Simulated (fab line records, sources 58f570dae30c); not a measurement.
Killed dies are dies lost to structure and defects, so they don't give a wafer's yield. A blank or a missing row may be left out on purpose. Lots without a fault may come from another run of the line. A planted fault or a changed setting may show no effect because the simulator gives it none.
fab line records | flow berkeley_cmos170
record lots=5 wafers=23
route steps=331 shown M2@284 M3@314
start_h: hours from the record's first day to the start of the lot's first wafer shown | wait_h: hours since the lot's step before | " the same as in the row above | L1.1+2: a row that stands for several wafers | - no value, or no start given | * or withheld: withheld | < > ~ a bound
route shown NAME@n: a module of which the file shows steps, and the number in the route of the first | usual: mean/standard deviation of fault-free wafers | same: alike in all rows | chamber/n: place in a boat | sites: the reading at each site | _std_site: their standard deviation | _edge_site: outer sites' mean less inner sites' | radius_mm: how far each site lies from the wafer's centre | mask NAME#n: copy n | behind: the tool/chamber that last shaped the wafer | hold: why the lot was held/for how many hours/how that ended | device: the transistor (n, p or np) that didn't switch | end of line: the same wafers' tests at the end of the route | a step without rows: its recipe alone | killed: dies lost to structure and defects at the first sort, not the wafer's yield | map: a wafer's dies, x killed, . not, _ none there
set.NAME: the setting as run; set.NAME@STEP: as run at that earlier step | model.NAME: the simulator's own value behind a step, which no gauge read
lots whose settings were changed on purpose; a table a step, a row a wafer
## steps
# step UCB170_M2_PEB_13
# recipe peb_temp_c=130 peb_time_s=withheld resist=KrF
# columns lot.wafer tool chamber start_h wait_h set.peb_temp_c
L077.2+5+6 litho_track-02 0 180.84 0.3 133.6
L077.3+4 " 0 " " 130
L079.1+3+6 litho_track-03 0 183.11 0.1 131.3
L079.2+5 " 0 " " 130
L080.1+5+6 litho_track-04 0 189.36 0.3 130
L085.1+4+5 litho_track-02 0 208.43 0.5 130
L085.2+6 " 0 " " 131.3
L083.1+6 litho_track-02 0 209.43 0.8 130
L083.2+4+5 " 0 " " 133.4
# step UCB170_M2_DEVELOP_14
# recipe developer=TMAH develop_time_s=45 resist=KrF dev_temp_c=21
# step UCB170_M2_CD_MEAS_15
# recipe target_cd_nm=700
# usual cd_nm=699.0/1.1
# columns lot.wafer tool chamber start_h wait_h set.peb_temp_c@M2_PEB_13 cd_nm
L077.2 cd_sem-01 - 181.11 - 133.6 678.3
L077.3 " - " " 130 699.8
L077.4 " - " " 130 698.6
L077.5 " - " " 133.6 678.0
L077.6 " - " " 133.6 678.8
L079.1 cd_sem-02 - 183.39 - 131.3 688.9
L079.2 " - " " 130 699.7
L079.3 " - " " 131.3 688.7
L079.5 " - " " 130 698.5
L079.6 " - " " 131.3 690.7
L080.1 cd_sem-01 - 189.64 - 130 699.7
L080.5 " - " " 130 700.9
L080.6 " - " " 130 700.0
L085.1 cd_sem-01 - 208.70 - 130 698.5
L085.2 " - " " 131.3 690.7
L085.4 " - " " 130 698.7
L085.5 " - " " 130 697.9
L085.6 " - " " 131.3 689.4
L083.1 cd_sem-01 - 209.70 - 130 698.7
L083.2 " - " " 133.4 679.7
L083.4 " - " " 133.4 678.2
L083.5 " - " " 133.4 678.8
L083.6 " - " " 130 698.7
# step UCB170_M2_ETCH_17
# recipe chemistry=N2/H2 target_depth_a=withheld overetch_a=withheld target=BARC time_s=withheld source_w=500 bias_w=100 pressure_mtorr=30 n2_flow_sccm=100 h2_flow_sccm=200
# columns lot.wafer tool chamber start_h wait_h set.peb_temp_c@M2_PEB_13 model.M2.cd_nm
L077.2 rie_diel-02 0 181.24 0.0 133.6 678.2
L077.3 " 1 " " 130 700
L077.4 " 1 " " 130 698.7
L077.5 " 3 " " 133.6 676.6
L077.6 " 0 " " 133.6 678.9
L079.1 rie_diel-04 2 183.54 0.0 131.3 690
L079.2 " 1 " " 130 700.7
L079.3 " 3 " " 131.3 688.8
L079.5 " 2 " " 130 699.5
L079.6 " 3 " " 131.3 690.7
L080.1 rie_diel-02 3 189.79 0.0 130 698.5
L080.5 " 1 " " 130 701
L080.6 " 2 " " 130 698.1
L085.1 rie_diel-02 2 208.86 0.0 130 696.6
L085.2 " 0 " " 131.3 690.4
L085.4 " 3 " " 130 697.4
L085.5 " 3 " " 130 697.6
L085.6 " 0 " " 131.3 689
L083.1 rie_diel-02 3 209.86 0.0 130 698.1
L083.2+4 " 2,0 " " 133.4 678.4
L083.5 " 2 " " 133.4 677.5
L083.6 " 1 " " 130 700.2
# step UCB170_M2_METAL_ETCH_18
# recipe chemistry=Cl2/BCl3 target=Al stop_on=SiO2 pressure_mtorr=12 target_depth_a=11700 over_etch_frac=0.3 time_s=195 icp_w=600 bias_w=120 Cl2_flow_sccm=90 bcl3_flow_sccm=45
# columns lot.wafer tool chamber start_h wait_h set.time_s set.peb_temp_c@M2_PEB_13 model.M2.cd_nm model.KrF_of_M2_COAT_10.thk_nm
L077.2 rie_metal-02 1 181.28 - 203.5 133.6 678.1 174.6
L077.3 " 1 " " 195 130 699.5 201.5
L077.4 " 0 " " 203.5 130 699 172.3
L077.5 " 0 " " 195 133.6 680.3 207.3
L077.6 " 1 " " 203.5 133.6 677.4 170.4
L079.1 rie_metal-01 0 183.58 - 195 131.3 691 237.2
L079.2 " 1 " " 179.4 130 700 283.2
L079.3 " 0 " " 179.4 131.3 695.1 288.7
L079.5 " 1 " " 195 130 697.2 232.9
L079.6 " 0 " " 195 131.3 690.1 231.5
L080.1 rie_metal-02 1 189.83 - 195 130 698.2 207.8
L080.5 " 1 " " 195 130 699.1 207
L080.6 " 0 " " 195 130 698.8 209.7
L085.1 rie_metal-01 1 208.90 - 195 130 694.2 226
L085.2 " 1 " " 195 131.3 686.9 226
L085.4 " 1 " " 207.9 130 692.9 181.2
L085.5 " 1 " " 195 130 695.6 222.1
L085.6 " 1 " " 207.9 131.3 683.3 182.1
L083.1 rie_metal-04 1 209.90 - 184.6 130 701.7 249.9
L083.2 " 0 " " 195 133.4 674.5 234
L083.4 " 1 " " 195 133.4 678.6 220.3
L083.5 " 0 " " 184.6 133.4 675.7 267.6
L083.6 " 1 " " 195 130 699.8 215.1
# step UCB170_M2_STRIP_19
# recipe chemistry=O2 power_w=400 pressure_mtorr=3500 platen_temp_c=withheld o2_flow_sccm=400 overash_fraction=0.5
# usual oes_product_au=0.549/0.011
# columns lot.wafer tool chamber start_h wait_h set.time_s@M2_METAL_ETCH_18 oes_product_au
L077.2 plasma_asher-01 0 181.47 0.1 203.5 0.504
L077.3 " 0 " " 195 0.528
L077.4 " 1 " " 203.5 0.498
L077.5 " 1 " " 195 0.537
L077.6 " 0 " " 203.5 0.498
L079.1 plasma_asher-02 1 183.77 0.1 195 0.572
L079.2 " 0 " " 179.4 0.623
L079.3 " 0 " " 179.4 0.627
L079.5 " 1 " " 195 0.562
L079.6 " 0 " " 195 0.566
L080.1 plasma_asher-03 1 190.02 0.1 195 0.538
L080.5 " 1 " " 195 0.535
L080.6 " 0 " " 195 0.541
L085.1 plasma_asher-01 0 209.27 0.3 195 0.557
L085.2 " 1 " " 195 0.560
L085.4 " 0 " " 207.9 0.509
L085.5 " 0 " " 195 0.552
L085.6 " 1 " " 207.9 0.517
L083.1 plasma_asher-03 1 210.09 0.1 184.6 0.576
L083.2 " 0 " " 195 0.568
L083.4 " 1 " " 195 0.555
L083.5 " 1 " " 184.6 0.605
L083.6 " 0 " " 195 0.547
# step UCB170_M2_CD_MEAS_90
# recipe target_cd_nm=700
# usual cd_nm=697/3.6
# columns lot.wafer tool chamber start_h wait_h set.peb_temp_c@M2_PEB_13 cd_nm
L077.2 cd_sem-01 - 181.59 0.1 133.6 678
L077.3 " - " " 130 699
L077.4 " - " " 130 699
L077.5 " - " " 133.6 681
L077.6 " - " " 133.6 677
L079.1 cd_sem-02 - 183.87 0.1 131.3 691
L079.2 " - " " 130 700
L079.3 " - " " 131.3 695
L079.5 " - " " 130 697
L079.6 " - " " 131.3 690
L080.1 cd_sem-02 - 190.16 0.1 130 698
L080.5 " - " " 130 699
L080.6 " - " " 130 699
L085.1 cd_sem-01 - 209.37 0.1 130 694
L085.2 " - " " 131.3 687
L085.4 " - " " 130 693
L085.5 " - " " 130 695
L085.6 " - " " 131.3 683
L083.1 cd_sem-02 - 210.19 0.1 130 701
L083.2 " - " " 133.4 675
L083.4 " - " " 133.4 678
L083.5 " - " " 133.4 676
L083.6 " - " " 130 699
# step UCB170_M3_COAT_05
# recipe resist=KrF spin_rpm=1500 resist_thk_nm=900
# columns lot.wafer tool chamber start_h wait_h set.spin_rpm model.KrF_of_M3_COAT_05.thk_nm
L077.2 litho_track-04 0 184.62 0.1 1500 899.8
L077.3 " 0 " " 1465 910.1
L077.4 " 0 " " 1500 898
L077.5 " 0 " " 1500 900.8
L077.6 " 0 " " 1465 909.5
L079.1 litho_track-01 0 186.79 0.1 1411 928.6
L079.2 " 0 " " 1411 929.1
L079.3 " 0 " " 1500 900
L079.5 " 0 " " 1500 898.1
L079.6 " 0 " " 1500 901.3
L080.1 litho_track-01 0 193.39 0.1 1500 899.9
L080.5 " 0 " " 1500 897.8
L080.6 " 0 " " 1500 899.8
L085.1 litho_track-04 0 212.33 0.1 1500 902.9
L085.2 " 0 " " 1582 881.3
L085.4 " 0 " " 1582 880.8
L085.5 " 0 " " 1582 878.4
L085.6 " 0 " " 1500 905.5
L083.1 litho_track-01 0 213.50 0.1 1398 936.3
L083.2 " 0 " " 1500 905.3
L083.4 " 0 " " 1398 935.6
L083.5 " 0 " " 1500 902.1
L083.6 " 0 " " 1500 901.8
# step UCB170_M3_SOFTBAKE_06
# recipe resist=KrF temp_c=130 time_s=60
# step UCB170_M3_STRIP_07
# recipe chemistry=O2 power_w=400 pressure_mtorr=3500 platen_temp_c=withheld o2_flow_sccm=400 overash_fraction=0.5
# usual strip_time_to_endpoint_s=22.01/0.053
# columns lot.wafer tool chamber start_h wait_h set.spin_rpm@M3_COAT_05 strip_time_to_endpoint_s
L077.2 plasma_asher-04 0 184.90 0.1 1500 21.98
L077.3 " 1 " " 1465 22.23
L077.4 " 0 " " 1500 21.91
L077.5 " 0 " " 1500 21.97
L077.6 " 1 " " 1465 22.19
L079.1 plasma_asher-04 0 187.09 0.1 1411 22.67
L079.2 " 1 " " 1411 22.67
L079.3 " 1 " " 1500 21.96
L079.5 " 0 " " 1500 21.91
L079.6 " 1 " " 1500 22.00
L080.1 plasma_asher-01 0 193.69 0.1 1500 21.96
L080.5 " 1 " " 1500 21.90
L080.6 " 0 " " 1500 21.96
L085.1 plasma_asher-01 1 212.63 0.1 1500 22.03
L085.2 " 0 " " 1582 21.51
L085.4 " 1 " " 1582 21.51
L085.5 " 0 " " 1582 21.45
L085.6 " 1 " " 1500 22.10
L083.1 plasma_asher-01 0 213.80 0.1 1398 22.85
L083.2 " 1 " " 1500 22.08
L083.4 " 0 " " 1398 22.80
L083.5 " 1 " " 1500 22.01
L083.6 " 0 " " 1500 22.02
# step UCB170_M3_COAT_10
# recipe resist=KrF spin_rpm=1500 resist_thk_nm=900
# columns lot.wafer tool chamber start_h wait_h set.spin_rpm model.KrF_of_M3_COAT_10.thk_nm
L077.2 litho_track-01 0 - - 1556 884.2
L077.3 " 0 " " 1556 884.3
L077.4 " 0 " " 1556 885.8
L077.5 " 0 " " 1500 902
L077.6 " 0 " " 1500 900.7
L079.1 litho_track-01 0 - - 1500 906.4
L079.2 " 0 " " 1500 903.7
L079.3 " 0 " " 1500 904.9
L079.5 " 0 " " 1500 904.5
L079.6 " 0 " " 1500 907.1
L080.1 litho_track-01 0 - - 1500 900.7
L080.5 " 0 " " 1500 906.1
L080.6 " 0 " " 1500 905.5
L085.1 litho_track-04 0 - - 1429 927.9
L085.2 " 0 " " 1500 906.3
L085.4 " 0 " " 1500 903.9
L085.5 " 0 " " 1429 926.9
L085.6 " 0 " " 1429 926.3
L083.1 litho_track-04 0 - - 1500 902.7
L083.2 " 0 " " 1500 899.2
L083.4 " 0 " " 1500 897.9
L083.5 " 0 " " 1500 899.7
L083.6 " 0 " " 1500 899.4
## key
split step=UCB170_M2_PEB_13 setting=peb_temp_c stated=130 by=wafer
response step=UCB170_M2_CD_MEAS_15 reading=cd_nm change=-7.73 per=1% r=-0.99
response step=UCB170_M2_ETCH_17 reading=model.M2.cd_nm change=-8.01 per=1% r=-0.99
response step=UCB170_M2_METAL_ETCH_18 reading=model.M2.cd_nm change=-8.29 per=1% r=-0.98
response step=UCB170_M2_CD_MEAS_90 reading=cd_nm change=-8.25 per=1% r=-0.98
split step=UCB170_M2_METAL_ETCH_18 setting=time_s stated=195 by=wafer
response step=UCB170_M2_METAL_ETCH_18 reading=model.KrF_of_M2_COAT_10.thk_nm change=-6.64 per=1% r=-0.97
response step=UCB170_M2_STRIP_19 reading=oes_product_au change=-0.00691 per=1% r=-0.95
split step=UCB170_M3_COAT_05 setting=spin_rpm stated=1500 by=wafer
response step=UCB170_M3_COAT_05 reading=model.KrF_of_M3_COAT_05.thk_nm change=-4.72 per=1% r=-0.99
response step=UCB170_M3_STRIP_07 reading=strip_time_to_endpoint_s change=* per=1% r=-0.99
split step=UCB170_M3_COAT_10 setting=spin_rpm stated=1500 by=wafer
response step=UCB170_M3_COAT_10 reading=model.KrF_of_M3_COAT_10.thk_nm change=-4.57 per=1% r=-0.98
